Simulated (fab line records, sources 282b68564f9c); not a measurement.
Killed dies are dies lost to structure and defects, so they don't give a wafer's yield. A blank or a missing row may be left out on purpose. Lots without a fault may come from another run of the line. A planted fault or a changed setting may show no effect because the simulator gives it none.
Which tool did it? | flow rit_cmos | 7 lots, 21 wafers sampled, at 3 steps of a route of 202

WHAT THE GAUGES READ, wafer by wafer
RIT_PWELL_OVL_MEAS_06.
lot  | measured    | on         | PWELL_OVL (nm)
L862 | day 2 11:23 | overlay-02 | -0.7 0.8 -1.5
L864 | day 2 19:41 | overlay-01 | 0.0 -1.0 -2.1
L867 | day 3 11:53 | overlay-01 | -0.5 -1.5 -1.4
L869 | day 3 23:34 | overlay-01 | -0.5 -1.5 0.3
L871 | day 4 10:51 | overlay-02 | -1.1 -0.8 -1.2
L875 | day 5 04:41 | overlay-01 | -1.0 1.3 -1.6
L877 | day 5 13:04 | overlay-01 | - - -

WHICH TOOL RAN EACH LOT (tool, then ch and the chambers of the sampled wafers, then the start)
lot  | RIT_ACTIVE_STRIP_14                 | RIT_PWELL_COAT_01
L862 | plasma_asher-02 ch 0,1, day 2 01:53 | litho_track-01 ch 0, day 2 10:33
L864 | plasma_asher-01 ch 0,1, day 2 12:25 | litho_track-01 ch 0, day 2 18:50
L867 | plasma_asher-02 ch 0,1, day 3 02:05 | litho_track-02 ch 0, day 3 11:05
L869 | plasma_asher-03 ch 0,1, day 3 12:44 | litho_track-02 ch 0, day 3 22:49
L871 | plasma_asher-01 ch 0,1, day 4 01:31 | litho_track-01 ch 0, day 4 10:02
L875 | plasma_asher-01 ch 0,1, day 4 17:51 | litho_track-02 ch 0, day 5 03:59
L877 | plasma_asher-01 ch 0,1, day 5 05:58 | litho_track-03, day 5 12:14
- RIT_ACTIVE_STRIP_14: strips in O2, time 180 s.
- RIT_PWELL_COAT_01: resist thk 1300 nm.

THE ANSWER, worked out from the rows above alone
Rule: what is usual is taken from the lots themselves. Put in order of their means at a reading, lots are off if they are a third of the lots or fewer, leave a main group of 4 or more, and stand apart from it by a gap of 3 or more times the standard deviation of the main group's means; of several such gaps the widest counts. A main group whose means are all the same, to the digits that the tables above print for the reading, isn't used. A lot without any number at a reading at which 4 lots or more have one is off too. The other lots that the step has rows for count as sound.
Off: L877, at RIT_PWELL_OVL_MEAS_06 (PWELL_OVL). Without a number there: L877. The main group: mean -0.8 nm, standard deviation 0.29.
A tool fits if, at a process step before that reading, it ran every lot that is off, and no sound lot after the first of them. The gauges at RIT_PWELL_OVL_MEAS_06 are tried like those tools. Can't be told from this: 3 tools fit, plasma_asher-01 at RIT_ACTIVE_STRIP_14, litho_track-03 at RIT_PWELL_COAT_01, overlay-01 at RIT_PWELL_OVL_MEAS_06.

WHAT THE SIMULATOR HAD PUT IN
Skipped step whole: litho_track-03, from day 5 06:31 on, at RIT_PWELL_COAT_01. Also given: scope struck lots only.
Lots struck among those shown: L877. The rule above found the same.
